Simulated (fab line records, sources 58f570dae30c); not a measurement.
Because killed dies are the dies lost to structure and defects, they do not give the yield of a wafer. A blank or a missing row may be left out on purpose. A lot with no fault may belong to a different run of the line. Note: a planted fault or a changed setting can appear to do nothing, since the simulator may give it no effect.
Code-filled problem report in 8D (eight disciplines) form || flow berkeley-cmos170 || the parts of the form that need people (team, actions taken, sign-off) are left out

## 1. WHAT WENT WRONG
Mean V1_TEOS_THK at UCB170_V1_THK_MEAS_01: 1803 nm over 6 wafers in 2 lots; fault-free wafers: 1990 nm, standard deviation 28. That puts it -6.7 standard deviations away from the usual mean.
First seen on wafer L874.1, day 8 02:20, on film-metro-04. The record has a number at this step for 42 wafers belonging to 14 lots. Rule for "out", or "out of limits": more than 4 standard deviations from the usual mean. Any other wafer with a number is counted as sound.

## 2. WHAT IT IS AND WHAT IT IS NOT
{"question": "which readings at this step", "is": "V1_TEOS_THK", "is not": "-"}
{"question": "which lots", "is": "L874, L877", "is not": "L870, L871, L872, L873, L884, L887, L888, L889, L890, L891, L892, L893"}
{"question": "which wafers of those lots", "is": "all that have a number", "is not": "-"}
{"question": "read on which gauges", "is": "film-metro-03, film-metro-04", "is not": "film-metro-01"}
{"question": "when", "is": "from day 8 02:20", "is not": "up to then (12 sound wafers); but 24 sound wafers of L884, L887, L888, L889, L890, L891, L892, L893 came after"}

## 3. WHAT RULES OUT EACH SUSPECT
Counting: any tool at a process step up to the reading is kept as a suspect provided that every lot that is out went through it and no sound lot did after the first of them.
- the gauge at UCB170_V1_THK_MEAS_01: ruled out. Those wafers that are out were read across 2 gauges (film-metro-03, film-metro-04).
- pecvd-01 at UCB170_V1_CVD_00 (deposits SiO2 from TEOS/O2, target thk 2000 nm, time 250 s): ruled out as a lasting fault. Following L874 (day 8 02:10), the first lot on it that is out, the sound lots L890, L889, L892 were run on it.
Left after counting: nothing in the record.

## 4. THE CAUSE (what the simulator had put in)
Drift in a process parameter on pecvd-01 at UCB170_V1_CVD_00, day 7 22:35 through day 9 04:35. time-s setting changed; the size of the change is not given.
Counting ruled it out, wrongly: the rule takes a fault to strike every lot that its tool runs from its start on, and this one did not.

## 5. THE EFFECT CHAIN, in route order
Each row: a reading where the mean over the struck wafers with a number is more than 3 standard deviations away from the usual. Scope: only readings with a usual standard deviation given in the record; hours: median across lots of the time from each lot's start at the first step in this table that gives one to its start at this step; sigmas: change in usual standard deviations.
{"hours": 0, "step": "UCB170_V1_CVD_00", "reading": "run-length-s", "usual": "277.5 s", "on struck wafers": 252.8, "change": -24.8, "sigmas": -63}
{"hours": 0, "step": "UCB170_V1_THK_MEAS_01", "reading": "V1_TEOS_THK", "usual": "1990 nm", "on struck wafers": 1803, "change": -187, "sigmas": -6.7}
The process steps in it:
- UCB170_V1_CVD_00: deposits SiO2 from TEOS/O2, target thk 2000 nm, time 250 s.

## 6. WHAT WOULD HAVE CAUGHT IT SOONER
Counted from the fault's start at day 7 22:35, it took 4 hours until the first out-of-limits reading at a measuring or inspecting step in this record, taken at day 8 02:20.
At UCB170_V1_CVD_00, the tool's own readings (run-length-s) were out on each struck wafer the step has a row for, so an alarm limit on them would have fired on the first such wafer.
